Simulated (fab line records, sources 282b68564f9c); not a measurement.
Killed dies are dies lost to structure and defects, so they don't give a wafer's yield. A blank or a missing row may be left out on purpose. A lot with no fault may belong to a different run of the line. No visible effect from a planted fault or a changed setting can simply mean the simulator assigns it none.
Code-filled problem report in 8D (eight disciplines) form    flow rit_cmos    the parts of the form that need people (team, actions taken, sign-off) are left out

1. WHAT IS WRONG
Across 6 wafers from 2 lots, SILICIDE_TI_RS at RIT_SILICIDE_RS_MEAS_02 averages 30.4 ohm/sq, while fault-free wafers read 48.2 ohm/sq with a standard deviation of 0.74. That is -24 standard deviations from the usual mean.
The step: measures by four-point-probe.
The first sign was on wafer L520.3 at day 5 19:07, on film_metro-01. The record has a number at this step for 42 wafers belonging to 14 lots. The rule behind "out" and "out of limits": a value lying over 4 standard deviations away from the usual mean. Any other wafer with a number is counted as sound.

2. WHAT IT IS, AND WHAT IT ISN'T
question                     is                      is not
which readings at this step  SILICIDE_TI_RS          -
which lots                   L520, L522              L509, L511, L512, L513, L514, L515, L516, L517, L523, L525, L527, L529
which wafers of those lots   all that have a number  -
read on which gauges         film_metro-01           film_metro-03, film_metro-04
when                         from day 5 19:07        up to then (24 sound wafers); but 12 sound wafers of L523, L525, L527, L529 came after

3. THE SUSPECTS, EACH WITH WHAT RULES IT OUT
Counting: a tool at any process step up to the reading remains a suspect when it ran all the lots that are out and ran no sound lot after the first of those.
- the gauge at RIT_SILICIDE_RS_MEAS_02: kept. All the wafers that are out were read on film_metro-01, and no step on other tools shows them out.
- pvd_sputter-04 at RIT_SILICIDE_SPUTTER_01 (material Ti, target thk 30 nm, time 240 s): kept. Every lot that is out went through it, starting with L520 (day 5 18:56), and after that it ran no sound lot; the last sound lot it ran before then is L516 (day 4 22:34).
What counting leaves: pvd_sputter-04 at RIT_SILICIDE_SPUTTER_01 and film_metro-01 at RIT_SILICIDE_RS_MEAS_02.

4. THE CAUSE (what the simulator had put in)
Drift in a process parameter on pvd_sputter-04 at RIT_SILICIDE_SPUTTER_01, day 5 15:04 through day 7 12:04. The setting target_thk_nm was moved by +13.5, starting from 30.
2 suspects survive the count, and this tool is in that group.

5. THE EFFECT CHAIN, in route order
Each row: a reading whose mean over the struck wafers that have a number lies more than 3 standard deviations from the usual. Scope: only readings with a usual standard deviation given in the record; hours: median across lots of the time from each lot's start at the first step in this table that gives one to its start at this step; sigmas: change in usual standard deviations.
hours  step                      reading          usual        on struck wafers  change  sigmas
0      RIT_SILICIDE_RS_MEAS_02   SILICIDE_TI_RS   48.2 ohm/sq  30.4              -17.8   -24
0      RIT_SILICIDE_THK_MEAS_03  SILICIDE_TI_THK  29.7 nm      42.9              +13.2   +38

6. WHAT WOULD HAVE CAUGHT IT SOONER
4 hours passed between the start of the fault at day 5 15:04 and the first reading out of limits at a measuring or inspecting step in this record, taken at day 5 19:07.
Of the tool readings at RIT_SILICIDE_SPUTTER_01 for which the record gives a usual standard deviation, none was out on any struck wafer, so an alarm limit of 4 standard deviations on them would not have fired.
Lots out: 2; of these, L522 started RIT_SILICIDE_SPUTTER_01 on pvd_sputter-04 after day 5 19:07. Putting the tool on hold at that point would have spared it.
